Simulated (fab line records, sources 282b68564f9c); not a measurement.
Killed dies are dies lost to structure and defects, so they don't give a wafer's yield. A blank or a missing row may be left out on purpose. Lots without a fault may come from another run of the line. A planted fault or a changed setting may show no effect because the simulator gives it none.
fab line records | flow rit_cmos
record lots=7 wafers=21 last_day=4
route steps=202 shown M1@188
lots that met no fault: from a run of the same line without faults
start_h: hours from the record's first day to the start of the lot's first wafer shown | wait_h: hours since the lot's step before | " the same as in the row above | L1.1+2: a row that stands for several wafers | - no value, or no start given | * or withheld: withheld | < > ~ a bound
route shown NAME@n: a module of which the file shows steps, and the number in the route of the first | usual: mean/standard deviation of fault-free wafers | same: alike in all rows | chamber/n: place in a boat | sites: the reading at each site | _std_site: their standard deviation | _edge_site: outer sites' mean less inner sites' | radius_mm: how far each site lies from the wafer's centre | mask NAME#n: copy n | behind: the tool/chamber that last shaped the wafer | hold: why the lot was held/for how many hours/how that ended | device: the transistor (n, p or np) that didn't switch | end of line: the same wafers' tests at the end of the route | a step without rows: its recipe alone | killed: dies lost to structure and defects at the first sort, not the wafer's yield | map: a wafer's dies, x killed, . not, _ none there
set.NAME: the setting as run; set.NAME@STEP: as run at that earlier step | model.NAME: the simulator's own value behind a step, which no gauge read
lots at some steps of the route; a table a step, a row a wafer
services: from which hour (start_h, from the record's first day; less than 0 if before it) a tool's chamber was out of use, for how many hours, and why
## steps
# step RIT_M1_COAT_04
# recipe resist=NOVOLAK spin_rpm=2000 resist_thk_nm=1300
# step RIT_M1_SOFTBAKE_05
# recipe resist=NOVOLAK temp_c=90 time_s=60
# step RIT_M1_EXPOSE_06
# recipe mask_id=M12 na=0.6 source_shape=conventional sigma_outer=0.5 target_cd_nm=2600 dose_mj=250
# step RIT_M1_PEB_07
# recipe resist=NOVOLAK temp_c=withheld time_s=withheld
# step RIT_M1_DEVELOP_08
# recipe resist=NOVOLAK develop_time_s=68 dev_temp_c=23
# step RIT_M1_CD_MEAS_09
# recipe target_cd_nm=2600
# usual cd_nm=2600.1/2
# columns lot.wafer tool chamber start_h wait_h cd_nm
L660.1 cd_sem-01 - 56.34 - 2599.5
L660.3 " - " " 2600.2
L660.5 " - " " 2599.6
L661.1 cd_sem-01 - 60.99 - 2600.6
L661.2 " - " " 2599.1
L661.6 " - " " 2599.8
L662.1 cd_sem-01 - 69.14 - 2600.8
L662.5 " - " " 2600.5
L662.6 " - " " 2600.1
L664.2 cd_sem-01 - 76.47 - 2598.4
L664.4 " - " " 2596.5
L664.6 " - " " 2599.6
L665.1 cd_sem-01 - 83.88 - 2602.8
L665.5 " - " " 2601.3
L665.6 " - " " 2600.7
L666.1 cd_sem-01 - 86.42 - 2600.9
L666.5 " - " " 2599.9
L666.6 " - " " 2600.9
L667.1 cd_sem-01 - 91.29 - 2598.5
L667.2 " - " " 2600.2
L667.4 " - " " 2599.8
# step RIT_M1_OVL_MEAS_10
# usual M1_OVL=0.5/1.4
# columns lot.wafer tool chamber start_h wait_h M1_OVL[nm]
L660.1 overlay-01 - 56.46 0.1 1.8
L660.3 " - " " 2.1
L660.5 " - " " 1.3
L661.1 overlay-01 - 61.11 0.1 0.8
L661.2 " - " " 1.5
L661.6 " - " " -0.4
L662.1 overlay-02 - 69.26 0.1 -0.9
L662.5 " - " " -1.0
L662.6 " - " " -0.7
L664.2 overlay-01 - 76.58 0.1 0.9
L664.4 " - " " 0.3
L664.6 " - " " 0.9
L665.1 overlay-01 - 84.00 0.1 0.9
L665.5 " - " " 0.1
L665.6 " - " " 1.4
L666.1 overlay-01 - 86.54 0.1 0.1
L666.5 " - " " -0.6
L666.6 " - " " -1.2
L667.1 overlay-01 - 91.41 0.1 -1.9
L667.2 " - " " -1.9
L667.4 " - " " -2.0
# step RIT_M1_HARDBAKE_11
# recipe resist=NOVOLAK temp_c=140 time_s=120
# step RIT_M1_METAL_ETCH_12
# recipe stop_on=SiO2 chemistry=Cl2/BCl3 target=Al time_s=165 over_etch_frac=0.5 pressure_mtorr=100 target_depth_a=6000 rf_w=259.4 Cl2_flow_sccm=60 bcl3_flow_sccm=50
# usual drypump_motor_current_A=5.63/0.19 oes_product_au=0.770/0.016 throttle_valve_pct=8.27/0.097
# columns lot.wafer tool chamber start_h wait_h drypump_motor_current_A oes_product_au rf_hours_counter_h throttle_valve_pct
L660.1 rie_metal-04 1 56.74 0.2 5.70 0.762 3 8.24
L660.3 " 1 " " 5.72 0.755 - 8.26
L660.5 " 0 " " 5.81 0.739 - 8.36
L661.1 rie_metal-02 0 61.39 0.2 5.28 0.796 34 8.12
L661.2 " 1 " " 5.85 0.741 35 8.33
L661.6 " 0 " " 5.26 0.797 - 8.11
L662.1 rie_metal-01 0 69.55 0.2 5.52 0.773 4 8.37
L662.5 " 0 " " 5.49 0.781 - 8.36
L662.6 " 1 " " 5.62 0.768 - 8.17
L664.2 rie_metal-02 0 76.86 0.2 5.33 0.795 34 8.11
L664.4 " 0 " " 5.29 0.787 - 8.11
L664.6 " 0 " " 5.27 0.802 - 8.11
L665.1 rie_metal-01 0 84.29 0.2 5.52 0.778 4 8.36
L665.5 " 0 " " 5.52 0.777 - 8.36
L665.6 " 1 " " 5.58 0.762 - 8.17
L666.1 rie_metal-04 0 86.82 0.2 5.77 0.760 3 8.36
L666.5 " 1 " " 5.73 0.766 - 8.24
L666.6 " 0 " " 5.80 0.753 - 8.37
L667.1 rie_metal-02 1 91.70 0.2 5.86 0.752 35 8.32
L667.2 " 0 " " 5.28 0.783 34 8.12
L667.4 " 0 " " 5.26 0.792 - 8.11
# step RIT_M1_STRIP_13
# recipe chemistry=nmp resist=NOVOLAK temp_c=80 time_s=600 dry=n2_spin
# step RIT_M1_STRIP_14
# recipe chemistry=O2 time_s=180 platen_temp_c=withheld power_w=500 pressure_mtorr=4000 o2_flow_sccm=4000
# usual drypump_motor_current_A=5.9/0.59
# columns lot.wafer tool chamber start_h wait_h drypump_motor_current_A rf_hours_counter_h
L660.1 plasma_asher-01 0 57.11 0.0 6.6 41
L660.3 " 1 " " 6.0 -
L660.5 " 0 " " 6.6 -
L661.1 plasma_asher-02 1 61.73 0.0 6.4 42
L661.2 " 0 " " 4.6 42
L661.6 " 0 " " 4.6 -
L662.1 plasma_asher-01 1 69.89 0.0 6.1 42
L662.5 " 1 " " 6.1 -
L662.6 " 0 " " 6.6 -
L664.2 plasma_asher-01 0 77.20 0.0 6.6 43
L664.4 " 0 " " 6.6 -
L664.6 " 1 " " 6.0 -
L665.1 plasma_asher-02 0 84.64 0.0 4.6 44
L665.5 " 1 " " 6.4 -
L665.6 " 0 " " 4.6 -
L666.1 plasma_asher-04 1 87.16 0.0 5.2 45
L666.5 " 0 " " 5.9 -
L666.6 " 1 " " 5.2 -
L667.1 plasma_asher-01 0 92.03 0.0 6.6 45
L667.2 " 1 " " 6.0 45
L667.4 " 1 " " 6.0 -
# step RIT_M1_CD_MEAS_90
# recipe target_cd_nm=2600
# usual cd_nm=2599/3.3
# columns lot.wafer tool chamber start_h wait_h cd_nm
L660.1 cd_sem-01 - 57.29 0.1 2596
L660.3 " - " " 2597
L660.5 " - " " 2599
L661.1 cd_sem-01 - 61.91 0.1 2601
L661.2 " - " " 2597
L661.6 " - " " 2600
L662.1 cd_sem-01 - 70.06 0.1 2607
L662.5 " - " " 2607
L662.6 " - " " 2599
L664.2 cd_sem-01 - 77.39 0.1 2597
L664.4 " - " " 2595
L664.6 " - " " 2597
L665.1 cd_sem-01 - 84.82 0.1 2606
L665.5 " - " " 2605
L665.6 " - " " 2599
L666.1 cd_sem-01 - 87.33 0.1 2601
L666.5 " - " " 2596
L666.6 " - " " 2600
L667.1 cd_sem-01 - 92.21 0.1 2596
L667.2 " - " " 2598
L667.4 " - " " 2598
# step RIT_M1_ANNEAL_15
# recipe temp_c=450 time_s=1800 ambient=forming_gas_H2N2
# usual spike_tc_centre_C=451.8/0.92
# columns lot.wafer tool chamber start_h wait_h spike_tc_centre_C
L660.1 furnace-02 0 57.41 0.1 450.7
L660.3 " 0 " " 450.3
L660.5 " 0 " " 452.2
L661.1 furnace-02 0 62.03 0.1 449.8
L661.2 " 0 " " 451.6
L661.6 " 0 " " 452.0
L662.1 furnace-02 0 70.18 0.1 450.9
L662.5 " 0 " " 453.0
L662.6 " 0 " " 451.1
L664.2 furnace-02 0 77.49 0.1 451.8
L664.4 " 0 " " 452.8
L664.6 " 0 " " 453.0
L665.1 furnace-02 0 84.94 0.1 451.7
L665.5 " 0 " " 452.0
L665.6 " 0 " " 452.5
L666.1 furnace-02 0 90.48 3.1 451.5
L666.5 " 0 " " 451.5
L666.6 " 0 " " 451.1
L667.1 furnace-02 0 92.33 0.1 450.7
L667.2 " 0 " " 452.3
L667.4 " 0 " " 452.9
# step RIT_M1_BOW_MEAS_16
# recipe mode=bow
# usual M1_BOW=16/6.8
# columns lot.wafer tool chamber start_h wait_h M1_BOW[um]
L660.1 film_metro-01 - 58.91 0.0 23
L660.3 " - " " 7
L660.5 " - " " 16
L661.1 film_metro-01 - 63.53 0.0 22
L661.2 " - " " 6
L661.6 " - " " 27
L662.1 film_metro-01 - 71.68 0.0 7
L662.5 " - " " 18
L662.6 " - " " 9
L664.2 film_metro-01 - 79.01 0.0 24
L664.4 " - " " 5
L664.6 " - " " 8
L665.1 film_metro-01 - 86.44 0.0 13
L665.5 " - " " 21
L665.6 " - " " 14
L666.1 film_metro-02 - 91.98 0.0 18
L666.5 " - " " 15
L666.6 " - " " 18
L667.1 film_metro-03 - 93.83 0.0 11
L667.2 " - " " 13
L667.4 " - " " 20
# step RIT_M1_PROBE_99
# usual defect_limited_yield=97.5/1.2 killed_at_contacts=0.1/0.23 killed_at_front_end=6/3.2 killed_dies=7/3.2 killed_open=3.4/1.8 killed_short=3.2/2.3 sort_bin_3_pad_short=0.1/0.23 sort_bin_5_function=1.4/0.81 sort_bin_6_memory=0.9/0.7 sort_n_pass=257/3.2 sort_yield_pct=97.5/1.2
# same gross_dies=264 killed_at_M0_to_M3=0 killed_at_M4_up=0 killed_at_back_side=0 killed_at_other=0
# columns lot.wafer tool chamber start_h wait_h defect_limited_yield[%] killed_at_contacts killed_at_front_end killed_dies killed_open killed_short sort_bin_3_pad_short[%] sort_bin_5_function[%] sort_bin_6_memory[%] sort_n_pass sort_yield_pct[%] model.etest.nmos_0p15.junction_log10_a_um model.etest.nmos_narrow.off_log10_a_um model.etest.gate_end_array.leak_log10_a_um model.etest.nmos_0p3.off_log10_a_um model.etest.pmos_0p15.junction_log10_a_um model.etest.contact_diode_array.leak_log10_a model.etest.pmos_0p3.off_log10_a_um model.etest.select_edge_diode_n.leak_log10_a
L660.1 prober-01 - 59.03 0.1 98.9 0 3 3 3 0 0 0.8 0.4 261 98.9 -13.6 -13.13 -12.83 -13.04 -13.82 -9.47 -13.09 -9.881
L660.3 prober-01 - 59.13 0.2 97.0 0 8 8 3 5 0 1.1 1.9 256 97.0 -13.65 -13.15 -12.96 -13.14 -13.83 -9.175 -13.08 -9.698
L660.5 prober-01 - 59.23 0.2 97.7 0 6 6 4 2 0.4 1.9 0 258 97.7 -13.5 -13.26 -12.92 -13.1 -13.78 -9.592 -13.05 -9.469
L661.1 prober-02 - 63.65 0.1 97.0 0 8 8 4 4 0 1.5 1.5 256 97.0 -13.63 -13.19 -12.77 -12.97 -13.78 -9.523 -12.83 -9.626
L661.2 prober-02 - 63.70 0.1 97.3 0 7 7 3 4 0 0.8 1.9 257 97.3 -13.5 -13.21 -12.84 -13.07 -13.78 -9.519 -12.83 -9.785
L661.6 prober-02 - 63.90 0.2 96.2 0 10 10 4 6 0 2.3 1.5 254 96.2 -13.6 -13.32 -12.91 -13.15 -13.82 -9.428 -12.89 -9.88
L662.1 prober-01 - 71.80 0.1 97.7 0 6 6 0 6 0 1.1 1.1 258 97.7 -13.62 -13.22 -12.77 -12.9 -13.74 -9.487 -13.01 -9.971
L662.5 prober-01 - 72.00 0.2 97.0 0 8 8 6 2 0 1.5 1.5 256 97.0 -13.62 -13.1 -12.86 -12.98 -13.69 -9.514 -12.82 -10.04
L662.6 prober-01 - 72.05 0.2 98.1 0 5 5 3 2 0 1.9 0 259 98.1 -13.68 -13.2 -12.86 -13 -13.75 -9.462 -12.95 -9.535
L664.2 prober-01 - 79.16 0.1 96.6 0 9 9 7 2 0 1.1 2.3 255 96.6 -13.55 -13.26 -12.93 -13.08 -13.72 -9.508 -13.15 -10.1
L664.4 prober-01 - 79.26 0.2 98.1 0 5 5 2 3 0 0.8 1.1 259 98.1 -13.46 -13.14 -13.01 -13.15 -13.83 -9.48 -13.07 -9.752
L664.6 prober-01 - 79.36 0.2 98.1 0 5 5 4 1 0 1.1 0.8 259 98.1 -13.54 -13.36 -12.85 -13.06 -13.86 -9.471 -13.1 -9.669
L665.1 prober-02 - 86.56 0.1 97.7 0 6 6 3 3 0.8 1.5 0 258 97.7 -10.66 -10.66 -10.58 -10.66 -11.66 -7.372 -11.64 -8.762
L665.5 prober-02 - 86.76 0.2 97.0 0 8 8 4 4 0 2.3 0.8 256 97.0 -10.78 -10.78 -10.59 -10.78 -11.78 -7.576 -11.74 -8.703
L665.6 prober-02 - 86.81 0.2 98.1 0 5 5 4 1 0 1.5 0.4 259 98.1 -10.86 -10.86 -10.72 -10.85 -11.86 -7.464 -11.81 -8.799
L666.1 prober-01 - 92.10 0.1 98.5 0 4 4 2 2 0.4 0.8 0.4 260 98.5 -11.05 -11.05 -10.9 -11.05 -12.05 -7.757 -11.96 -8.818
L666.5 prober-01 - 92.30 0.2 97.3 0 7 7 2 5 0.4 1.1 1.1 257 97.3 -11.17 -11.16 -10.99 -11.16 -12.16 -7.798 -12.09 -8.971
L666.6 prober-01 - 92.35 0.2 98.9 0 3 3 1 2 0 0.8 0.4 261 98.9 -11.44 -11.44 -11.27 -11.44 -12.43 -8.169 -12.32 -9.313
L667.1 prober-02 - 93.95 0.1 98.1 0 5 5 3 2 0 1.5 0.4 259 98.1 -10.91 -10.9 -10.66 -10.91 -11.91 -7.71 -11.88 -8.931
L667.2 prober-02 - 94.00 0.1 96.2 1 9 10 6 4 0 2.3 1.5 254 96.2 -11.08 -11.08 -10.85 -11.07 -12.07 -7.625 -12.04 -9.063
L667.4 prober-02 - 94.10 0.2 96.2 1 9 10 4 6 0.4 1.9 1.5 254 96.2 -11.2 -11.2 -11.08 -11.2 -12.2 -7.843 -12.15 -9.139
# killed by level:class
L660.1 FOX1:geometric_particle:open=2 GATE:geometric_particle:open=1
L660.3 FOX1:geometric_particle:open=2 GATE:geometric_particle:short=2 SILICIDE:geometric_particle:short=2 GATE:geometric_particle:open=1 SPACER:geometric_particle:short=1
L660.5 SPACER:geometric_particle:open=2 GATE:geometric_particle:open=1 GATE:geometric_particle:short=1 SPACER:geometric_particle:short=1 SILICIDE:geometric_particle:open=1
L661.1 FOX1:geometric_particle:short=3 ACTIVE:geometric_particle:open=1 GATE:geometric_particle:open=1 REOX:geometric_particle:open=1 SPACER:geometric_particle:short=1 SILICIDE:geometric_particle:open=1
L661.2 GATE:geometric_particle:open=2 FOX1:geometric_particle:short=1 FOX2:geometric_particle:short=1 FOX2:geometric_particle:open=1 GATE:geometric_particle:short=1 REOX:geometric_particle:short=1
L661.6 GATE:geometric_particle:short=2 ACTIVE:geometric_particle:short=1 FOX1:geometric_particle:short=1 GATE:geometric_particle:open=1 REOX:geometric_particle:open=1 REOX:geometric_particle:short=1 SPACER:geometric_particle:open=1 SILICIDE:geometric_particle:open=1
L662.1 FOX2:geometric_particle:short=2 SILICIDE:geometric_particle:short=2 GATE:geometric_particle:short=1 REOX:geometric_particle:short=1
L662.5 GATE:geometric_particle:open=3 SPACER:geometric_particle:open=2 FOX2:geometric_particle:short=1 FOX2:geometric_particle:open=1 GATE:geometric_particle:short=1
L662.6 GATE:geometric_particle:open=2 FOX1:geometric_particle:short=1 REOX:geometric_particle:short=1 SILICIDE:geometric_particle:open=1
L664.2 GATE:geometric_particle:open=4 FOX1:geometric_particle:open=2 GATE:geometric_particle:short=2 SPACER:geometric_particle:open=1
L664.4 GATE:geometric_particle:short=3 GATE:geometric_particle:open=1 SPACER:geometric_particle:open=1
L664.6 REOX:geometric_particle:open=2 FOX1:geometric_particle:short=1 FOX2:geometric_particle:open=1 GATE:geometric_particle:open=1
L665.1 FOX2:geometric_particle:short=2 SPACER:geometric_particle:open=2 FOX1:geometric_particle:open=1 SILICIDE:geometric_particle:short=1
L665.5 SILICIDE:geometric_particle:open=2 ACTIVE:geometric_particle:open=1 GATE:geometric_particle:short=1 GATE:geometric_particle:open=1 REOX:geometric_particle:short=1 SPACER:geometric_particle:short=1 SILICIDE:geometric_particle:short=1
L665.6 GATE:geometric_particle:open=3 FOX2:geometric_particle:open=1 GATE:geometric_particle:short=1
L666.1 FOX2:geometric_particle:short=1 GATE:geometric_particle:short=1 REOX:geometric_particle:open=1 SPACER:geometric_particle:open=1
L666.5 GATE:geometric_particle:short=3 FOX1:geometric_particle:short=1 GATE:geometric_particle:open=1 SILICIDE:geometric_particle:open=1 SILICIDE:geometric_particle:short=1
L666.6 FOX1:geometric_particle:short=1 GATE:geometric_particle:open=1 GATE:geometric_particle:short=1
L667.1 GATE:geometric_particle:open=2 GATE:geometric_particle:short=1 SPACER:geometric_particle:short=1 SILICIDE:geometric_particle:open=1
L667.2 FOX2:geometric_particle:short=2 FOX1:geometric_particle:short=1 FOX1:geometric_particle:open=1 FOX2:geometric_particle:open=1 GATE:geometric_particle:open=1 REOX:geometric_particle:short=1 SPACER:geometric_particle:open=1 SILICIDE:geometric_particle:open=1
L667.4 FOX1:geometric_particle:short=3 FOX1:geometric_particle:open=1 FOX2:geometric_particle:open=1 GATE:geometric_particle:short=1 REOX:geometric_particle:short=1 REOX:geometric_particle:open=1 SILICIDE:geometric_particle:short=1 CONTACT:geometric_particle:open=1
## services
# columns tool chamber start_h hours kind
plasma_asher-04 - 52.09 2.0 repair
plasma_asher-04 - 81.01 2.8 pm
## key
first_sign none at tools or gauges
model_effect step=RIT_M1_PROBE_99 value=etest.nmos_0p15.junction_log10_a_um without=-13.53 struck=-11.02
met_at RIT_M1_ANNEAL_15
struck_wafers L665.1,L665.5,L665.6,L666.1,L666.5,L666.6,L667.1,L667.2,L667.4
onset_between 77.49 84.94
also_fits time
fault kind=process_parameter_drift tool=furnace-02 chamber=- onset_h=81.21 steps=RIT_M1_ANNEAL_15 channel=time_s offset=* shape=step stated=*
